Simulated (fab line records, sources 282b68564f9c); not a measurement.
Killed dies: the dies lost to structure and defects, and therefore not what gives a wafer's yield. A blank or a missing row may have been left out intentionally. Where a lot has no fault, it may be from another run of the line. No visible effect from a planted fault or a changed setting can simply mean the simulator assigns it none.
fab line records | flow rit-cmos
record lots=6 wafers=18 last-day=7
route steps=202 shown NSD@133 PSD@142 M1@202
lots with no fault: from the same line, run without faults
start-h: the number of hours between the record's first day and the start of the first shown wafer of the lot | wait-h: hours since the lot's step before | " as in the row above | L1.1+2: one row covering several wafers at once | - either no value or no given start | * or withheld: withheld | < > ~ a bound
route shown NAME@n: names a module that has steps shown in the file, with the first one's number in the route | usual: mean and standard deviation over wafers with no fault | same: alike in all rows | chamber/n: place in a boat | sites: each site's reading | _std_site: standard deviation across them | _edge_site: mean of outer sites minus mean of inner sites | radius-mm: how far each site lies from the wafer's centre | mask NAME#n: copy n | behind: the last tool/chamber to shape the wafer | hold: reason for holding the lot/hours on hold/outcome of the hold | device: whichever transistor did not switch (one of n, p or np) | end of line: the tests these same wafers got at the end of their route | a step given without rows: its recipe and nothing more | killed: dies that structure and defects cost at the first sort, which is not the same as the wafer's yield | map: a wafer's dies, x killed, . not, _ none there
set.NAME: the setting that was run; set.NAME@STEP: the one run at that earlier step | model.NAME: the simulator's own value behind a step, which no gauge read
lots at some steps of the route; a table a step, a row a wafer
services: the hour from which a tool's chamber was out of use, counted from the record's first day as start-h (under 0 if before that day), plus the number of hours and why
## steps
# step RIT_NSD_SOFTBAKE_02
# recipe resist=NOVOLAK temp-c=90 time-s=60
# step RIT_NSD_EXPOSE_03
# recipe mask-id=M9 na=0.57 target-cd-nm=40700 dose-mj=250
# step RIT_NSD_PEB_04
# recipe resist=NOVOLAK temp-c=withheld time-s=withheld
# step RIT_NSD_DEVELOP_05
# recipe resist=NOVOLAK develop-time-s=50 dev-temp-c=23
# step RIT_NSD_OVL_MEAS_06
# usual NSD_OVL=-1.5/1.4
# columns lot.wafer tool chamber start-h wait-h NSD_OVL[nm]
L545.1 overlay-01 - 52.61 - 0.5
L545.2 " - " " -0.9
L545.4 " - " " 0.8
L551.1 overlay-01 - 79.36 - -0.6
L551.2 " - " " -0.3
L551.5 " - " " 1.4
L556.1 overlay-01 - 103.57 - 0.2
L556.4 " - " " -0.7
L556.6 " - " " 0.8
L558.1 overlay-02 - 111.58 - -2.4
L558.2 " - " " -4.2
L558.3 " - " " -2.2
L559.1 overlay-02 - 118.43 - -1.3
L559.3 " - " " -1.2
L559.4 " - " " -0.7
L566.1 overlay-01 - 154.28 - -1.9
L566.2 " - " " 0.5
L566.5 " - " " -1.2
# step RIT_NSD_HARDBAKE_07
# recipe resist=NOVOLAK temp-c=140.4 time-s=60
# step RIT_NSD_IMPLANT_08
# recipe species=P energy-kev=25 dose-cm2=1e+15 tilt-deg=7
# step RIT_NSD_STRIP_09
# recipe chemistry=O2 time-s=180 resist=NOVOLAK platen-temp-c=withheld power-w=500 pressure-mtorr=4000 o2-flow-sccm=4000
# usual drypump-motor-current-A=5.8/0.62 o2-flow-sccm=4003/12
# columns lot.wafer tool chamber start-h wait-h drypump-motor-current-A o2-flow-sccm rf-hours-counter-h
L545.1 plasma-asher-03 0 52.95 0.1 4.9 3994 38
L545.2 " 1 " " 6.2 4002 38
L545.4 " 1 " " 6.2 4000 -
L551.1 plasma-asher-03 0 79.69 0.1 4.9 4014 41
L551.2 " 1 " " 6.2 4007 41
L551.5 " 0 " " 4.8 4019 -
L556.1 plasma-asher-03 0 103.92 0.1 4.9 3996 44
L556.4 " 0 " " 4.9 4001 -
L556.6 " 0 " " 4.9 4015 -
L558.1 plasma-asher-03 1 111.91 0.1 6.2 3988 45
L558.2 " 0 " " 4.9 3998 45
L558.3 " 1 " " 6.2 4012 -
L559.1 plasma-asher-03 1 118.77 0.1 6.3 4022 45
L559.3 " 1 " " 6.3 4010 -
L559.4 " 0 " " 4.9 3997 -
L566.1 plasma-asher-01 0 154.61 0.1 6.6 3997 4
L566.2 " 1 " " 5.9 3999 4
L566.5 " 1 " " 5.9 4003 -
# step RIT_NSD_TW_MEAS_10
# usual NSD_TW=3088/16
# columns lot.wafer tool chamber start-h wait-h NSD_TW
L545.1 film-metro-01 - 53.12 0.1 3085
L545.2 " - " " 3090
L545.4 " - " " 3086
L551.1 film-metro-02 - 79.87 0.1 3065
L551.2 " - " " 3069
L551.5 " - " " 3056
L556.1 film-metro-01 - 104.09 0.1 3095
L556.4 " - " " 3092
L556.6 " - " " 3089
L558.1 film-metro-01 - 112.09 0.1 3107
L558.2 " - " " 3097
L558.3 " - " " 3108
L559.1 film-metro-02 - 118.95 0.1 3094
L559.3 " - " " 3087
L559.4 " - " " 3086
L566.1 film-metro-01 - 154.79 0.1 3097
L566.2 " - " " 3110
L566.5 " - " " 3098
# step RIT_PSD_HMDS_00
# recipe prime-time-s=60 prime-temp-c=140
# step RIT_PSD_COAT_01
# recipe resist=NOVOLAK spin-rpm=3250 resist-thk-nm=1000
# step RIT_PSD_SOFTBAKE_02
# recipe resist=NOVOLAK temp-c=90 time-s=60
# step RIT_PSD_EXPOSE_03
# recipe mask-id=M10 na=0.57 target-cd-nm=40900 dose-mj=250
# usual exposure-dose-mJ-cm2=250.07/0.27
# columns lot.wafer tool chamber start-h wait-h mask exposure-dose-mJ-cm2 model.PSD.overlay-x-nm
L545.1 iline-stepper-02 0 53.76 0.2 M10#0 250.40 0.02333
L545.2 " 0 " " M10#0 250.19 0.02333
L545.4 " 0 " " M10#0 250.35 0.02333
L551.1 iline-stepper-01 0 80.38 0.1 M10#0 250.15 -0.601
L551.2 " 0 " " M10#0 250.43 -0.601
L551.5 " 0 " " M10#0 250.43 -0.601
L556.1 iline-stepper-02 0 104.73 0.2 M10#0 250.03 2.386
L556.4 " 0 " " M10#0 250.08 2.386
L556.6 " 0 " " M10#0 249.82 2.386
L558.1 iline-stepper-01 0 112.66 0.1 M10#0 250.09 1.406
L558.2 " 0 " " M10#0 250.25 1.406
L558.3 " 0 " " M10#0 250.19 1.406
L559.1 iline-stepper-02 0 119.58 0.2 M10#0 249.65 1.991
L559.3 " 0 " " M10#0 249.99 1.991
L559.4 " 0 " " M10#0 249.77 1.991
L566.1 iline-stepper-01 0 155.30 0.1 M10#0 250.10 0.7253
L566.2 " 0 " " M10#0 250.29 0.7253
L566.5 " 0 " " M10#0 250.04 0.7253
# step RIT_PSD_PEB_04
# recipe resist=NOVOLAK temp-c=withheld time-s=withheld
# step RIT_M1_PROBE_99
# usual killed_at_M0_to_M3=0.0/0.2 killed-at-contacts=0.2/0.38 killed-at-front-end=6.7/3 killed-dies=6.9/3 killed-open=3.5/1.9 killed-short=3.3/2
# same gross-dies=264 killed_at_M4_up=0 killed-at-back-side=0 killed-at-other=0
# columns lot.wafer tool chamber start-h wait-h killed_at_M0_to_M3 killed-at-contacts killed-at-front-end killed-dies killed-open killed-short
L545.1 prober-02 - 64.08 0.1 0 0 5 5 2 3
L545.2 prober-02 - 64.13 0.1 0 0 2 2 1 1
L545.4 prober-02 - 64.23 0.2 0 0 7 7 4 3
L559.1 prober-01 - 128.37 0.1 0 0 4 4 1 3
L559.3 prober-01 - 128.47 0.2 0 0 8 8 3 5
L559.4 prober-01 - 128.52 0.2 0 0 3 3 2 1
L566.1 prober-02 - 164.88 0.1 0 0 6 6 3 3
L566.2 prober-02 - 164.93 0.1 0 0 5 5 3 2
L566.5 prober-02 - 165.08 0.2 0 0 2 2 0 2
# killed by level:class
L545.1 REOX:geometric-particle:short=2 FOX2:geometric-particle:open=1 REOX:geometric-particle:open=1 SPACER:geometric-particle:short=1
L545.2 GATE:geometric-particle:open=1 GATE:geometric-particle:short=1
L545.4 GATE:geometric-particle:short=2 FOX1:geometric-particle:open=1 FOX1:geometric-particle:short=1 GATE:geometric-particle:open=1 SPACER:geometric-particle:open=1 SILICIDE:geometric-particle:open=1
L559.1 GATE:geometric-particle:short=2 FOX1:geometric-particle:open=1 SPACER:geometric-particle:short=1
L559.3 GATE:geometric-particle:short=2 REOX:geometric-particle:open=2 SPACER:geometric-particle:short=2 FOX2:geometric-particle:short=1 GATE:geometric-particle:open=1
L559.4 FOX1:geometric-particle:short=1 GATE:geometric-particle:open=1 REOX:geometric-particle:open=1
L566.1 REOX:geometric-particle:open=2 REOX:geometric-particle:short=2 GATE:geometric-particle:open=1 SPACER:geometric-particle:short=1
L566.2 SPACER:geometric-particle:open=2 FOX1:geometric-particle:open=1 FOX1:geometric-particle:short=1 SILICIDE:geometric-particle:short=1
L566.5 GATE:geometric-particle:short=1 SPACER:geometric-particle:short=1
## services
# columns tool chamber start-h hours kind
iline-stepper-02 - 47.82 4.0 repair
plasma-asher-01 - 108.75 9.0 pm
plasma-asher-01 0 108.75 9.0 vent-cycle
plasma-asher-01 1 108.75 9.0 vent-cycle
iline-stepper-01 0 115.92 - calibration
plasma-asher-01 0 117.75 - clean
plasma-asher-01 1 117.75 - clean
iline-stepper-01 - 150.46 0.9 repair
## key
first-sign none at tools or gauges
model-effect step=RIT_PSD_EXPOSE_03 value=PSD.overlay-x-nm without=-0.1588 struck=2.188
met-at RIT_PSD_EXPOSE_03
struck-wafers L556.1,L556.4,L556.6,L559.1,L559.3,L559.4
tester-left-out L556,L559
onset-between 53.76 104.73
fault kind=scanner-matching-overlay tool=iline-stepper-02 chamber=- onset-h=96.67 steps=RIT_PSD_EXPOSE_03 offset=2.3471
# tester-left-out: of these lots the tester's yield and bins aren't shown, on N5 and GAA mostly nor the transistor test; their killed dies are dies lost to structure and defects alone, not to doping, threshold or leakage, so they don't give the yield
